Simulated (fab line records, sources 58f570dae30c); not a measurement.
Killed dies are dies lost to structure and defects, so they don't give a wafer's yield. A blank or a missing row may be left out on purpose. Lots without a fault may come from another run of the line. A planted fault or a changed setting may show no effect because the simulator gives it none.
Which tool did it? | flow berkeley_cmos170 | 14 lots, 42 wafers sampled, at 5 steps of a route of 331

WHAT THE GAUGES READ, wafer by wafer
UCB170_M1_RS_MEAS_01: measures by four-point-probe.
lot  | measured     | on            | M1_AL_RS (ohm/sq)
L170 | day 8 04:59  | film_metro-01 | 0.0487 0.0485 0.0480
L172 | day 8 20:37  | film_metro-01 | 0.0486 0.0488 0.0492
L174 | day 9 13:49  | film_metro-03 | 0.0485 0.0476 0.0481
L173 | day 9 13:52  | film_metro-02 | 0.0496 0.0486 0.0497
L177 | day 9 13:59  | film_metro-01 | 0.0474 0.0485 0.0475
L176 | day 9 15:11  | film_metro-03 | 0.0478 0.0486 0.0491
L179 | day 10 07:21 | film_metro-01 | 0.0481 0.0486 0.0478
L180 | day 10 16:29 | film_metro-02 | 0.0479 0.0480 0.0487
L183 | day 11 06:24 | film_metro-02 | 0.0485 0.0488 0.0490
L186 | day 12 03:41 | film_metro-02 | 0.0481 0.0487 0.0475
L192 | day 12 19:14 | film_metro-02 | 0.0485 0.0484 0.0483
L191 | day 12 19:13 | film_metro-01 | 0.0487 0.0481 0.0488
L190 | day 12 19:23 | film_metro-03 | 0.0485 0.0479 0.0484
L193 | day 12 23:07 | film_metro-01 | 0.0475 0.0489 0.0482

UCB170_M1_CD_MEAS_90: target cd 700 nm.
lot  | measured     | on        | cd_nm (nm)
L170 | day 8 06:41  | cd_sem-01 | 697.6 697.9 697.3
L172 | day 8 22:24  | cd_sem-02 | 697.8 695.0 694.2
L174 | day 9 15:38  | cd_sem-02 | 699.0 699.0 696.9
L173 | day 9 15:41  | cd_sem-01 | 694.8 695.0 693.6
L177 | day 9 15:45  | cd_sem-02 | 699.9 698.8 697.7
L176 | day 9 17:01  | cd_sem-02 | 698.7 696.9 696.6
L179 | day 10 09:28 | cd_sem-01 | 700.1 703.6 704.7
L180 | day 10 18:05 | cd_sem-02 | 699.9 702.2 699.2
L183 | day 11 09:26 | cd_sem-02 | 701.7 699.9 702.8
L186 | day 12 06:25 | cd_sem-02 | 702.1 702.2 702.0
L192 | day 12 21:11 | cd_sem-02 | 701.6 700.6 697.7
L191 | day 12 21:03 | cd_sem-02 | 701.3 703.2 704.1
L190 | day 12 21:19 | cd_sem-02 | 701.5 698.6 701.0
L193 | day 13 00:55 | cd_sem-02 | 705.0 706.4 706.2

UCB170_V1_THK_MEAS_04.
lot  | measured     | on            | V1_POLISHED_THK (nm)
L170 | day 8 09:24  | film_metro-01 | 999.3 998.2 999.7
L172 | day 9 00:29  | film_metro-03 | 1000.0 998.9 1000.2
L174 | day 9 17:47  | film_metro-03 | 1000.0 1002.0 1000.2
L173 | day 9 19:02  | film_metro-01 | 1001.1 1002.0 1001.1
L177 | day 9 19:07  | film_metro-04 | 998.8 998.2 998.2
L176 | day 9 20:22  | film_metro-01 | 1001.6 999.3 1002.1
L179 | day 11 01:17 | film_metro-01 | 999.8 1002.6 1001.8
L180 | day 11 01:35 | film_metro-04 | 1000.9 998.7 999.0
L183 | day 11 12:32 | film_metro-04 | 1001.8 1003.4 1000.8
L186 | day 12 09:05 | film_metro-01 | 1989.0 1975.1 2011.5
L192 | day 13 00:29 | film_metro-03 | 1000.5 1000.9 1000.1
L191 | day 12 23:13 | film_metro-03 | 1001.2 999.7 1001.9
L190 | day 13 00:30 | film_metro-04 | 2025.3 1975.8 2013.1
L193 | day 13 03:04 | film_metro-01 | 1000.6 1001.4 1000.6

WHICH TOOL RAN EACH LOT (tool, then ch and the chambers of the sampled wafers, then the start)
lot  | UCB170_M1_SPUTTER_00         | UCB170_V1_CMP_02
L170 | pvd_sputter-04, day 8 04:54  | cmp-02 ch 0,1,2, day 8 08:58
L172 | pvd_sputter-01, day 8 20:33  | cmp-01 ch 0,1,3, day 9 00:07
L174 | pvd_sputter-01, day 9 13:44  | cmp-01 ch 1,2,3, day 9 17:27
L173 | pvd_sputter-04, day 9 13:49  | cmp-02 ch 2,3, day 9 18:40
L177 | pvd_sputter-02, day 9 13:54  | cmp-01 ch 2,3, day 9 18:44
L176 | pvd_sputter-02, day 9 15:07  | cmp-01 ch 1,3, day 9 19:59
L179 | pvd_sputter-01, day 10 07:17 | cmp-01 ch 1,2,3, day 11 00:52
L180 | pvd_sputter-01, day 10 16:26 | cmp-01 ch 0,2,3, day 11 01:19
L183 | pvd_sputter-01, day 11 06:18 | cmp-02 ch 1,2, day 11 12:08
L186 | pvd_sputter-04, day 12 03:37 | cmp-01 ch 0,1,2, day 12 08:46
L192 | pvd_sputter-04, day 12 19:09 | cmp-02 ch 0,3, day 13 00:03
L191 | pvd_sputter-01, day 12 19:10 | cmp-01 ch 0,1,3, day 12 22:48
L190 | pvd_sputter-02, day 12 19:18 | cmp-01 ch 0,3, day 13 00:04
L193 | pvd_sputter-01, day 12 23:03 | cmp-02 ch 0,1,2, day 13 02:39
- UCB170_M1_SPUTTER_00: material Al, target thk 600 nm, time 80 s.
- UCB170_V1_CMP_02: polishes SiO2.

WHAT THE TOOLS THEMSELVES READ (means of the sampled wafers that have a number; where no wafer has one, the mark that the record gives instead)
UCB170_M1_SPUTTER_00.
lot  | tool           | throttle_valve_pct (%)
L170 | pvd_sputter-04 | 30.4
L172 | pvd_sputter-01 | 30.6
L174 | pvd_sputter-01 | 30.2
L173 | pvd_sputter-04 | 30.4
L177 | pvd_sputter-02 | 29.6
L176 | pvd_sputter-02 | 30.0
L179 | pvd_sputter-01 | 31.0
L180 | pvd_sputter-01 | 31.2
L183 | pvd_sputter-01 | 31.1
L186 | pvd_sputter-04 | 30.3
L192 | pvd_sputter-04 | 30.4
L191 | pvd_sputter-01 | 30.5
L190 | pvd_sputter-02 | 30.0
L193 | pvd_sputter-01 | 30.7

UCB170_V1_CMP_02.
lot  | tool   | edge_zone_pressure_frac | head_pressure_psi (psi) | motor_current_A (A)
L170 | cmp-02 | 1.001                   | 5.997                   | 15.4
L172 | cmp-01 | 1.005                   | 5.997                   | 15.2
L174 | cmp-01 | 1.000                   | 5.982                   | 15.2
L173 | cmp-02 | 1.002                   | 6.005                   | 14.4
L177 | cmp-01 | 0.997                   | 6.003                   | 14.1
L176 | cmp-01 | 0.998                   | 5.989                   | 16.1
L179 | cmp-01 | 0.995                   | 6.012                   | 14.9
L180 | cmp-01 | 0.995                   | 5.995                   | 14.5
L183 | cmp-02 | 1.000                   | 6.007                   | 14.5
L186 | cmp-01 | -                       | -                       | -
L192 | cmp-02 | 0.994                   | 5.991                   | 15.9
L191 | cmp-01 | 1.004                   | 6.006                   | 15.7
L190 | cmp-01 | -                       | -                       | -
L193 | cmp-02 | 0.997                   | 5.994                   | 15.7

THE ANSWER, worked out from the rows above alone
Rule: what is usual is taken from the lots themselves. Put in order of their means at a reading, lots are off if they are a third of the lots or fewer, leave a main group of 4 or more, and stand apart from it by a gap of 3 or more times the standard deviation of the main group's means; of several such gaps the widest counts. A main group whose means are all the same, to the digits that the tables above print for the reading, isn't used. A lot without any number at a reading at which 4 lots or more have one is off too. The other lots that the step has rows for count as sound. The gauges are gone through in route order, then the tools' own readings, and for those a lot's mean is taken as printed above. The first step at which some lot is off is used, and at that step the reading that is off furthest; a lot without a number counts as furthest.
Off: L186, L190, at UCB170_V1_THK_MEAS_04 (V1_POLISHED_THK). The main group: mean 1000.5 nm, standard deviation 1.
A tool fits if, at a process step before that reading, it ran every lot that is off, and no sound lot after the first of them. The gauges at UCB170_V1_THK_MEAS_04 aren't tried: what is off there is off at UCB170_V1_CMP_02 too, on other tools, and a gauge's error can't cause that. None of those tried fits.

WHAT THE SIMULATOR HAD PUT IN
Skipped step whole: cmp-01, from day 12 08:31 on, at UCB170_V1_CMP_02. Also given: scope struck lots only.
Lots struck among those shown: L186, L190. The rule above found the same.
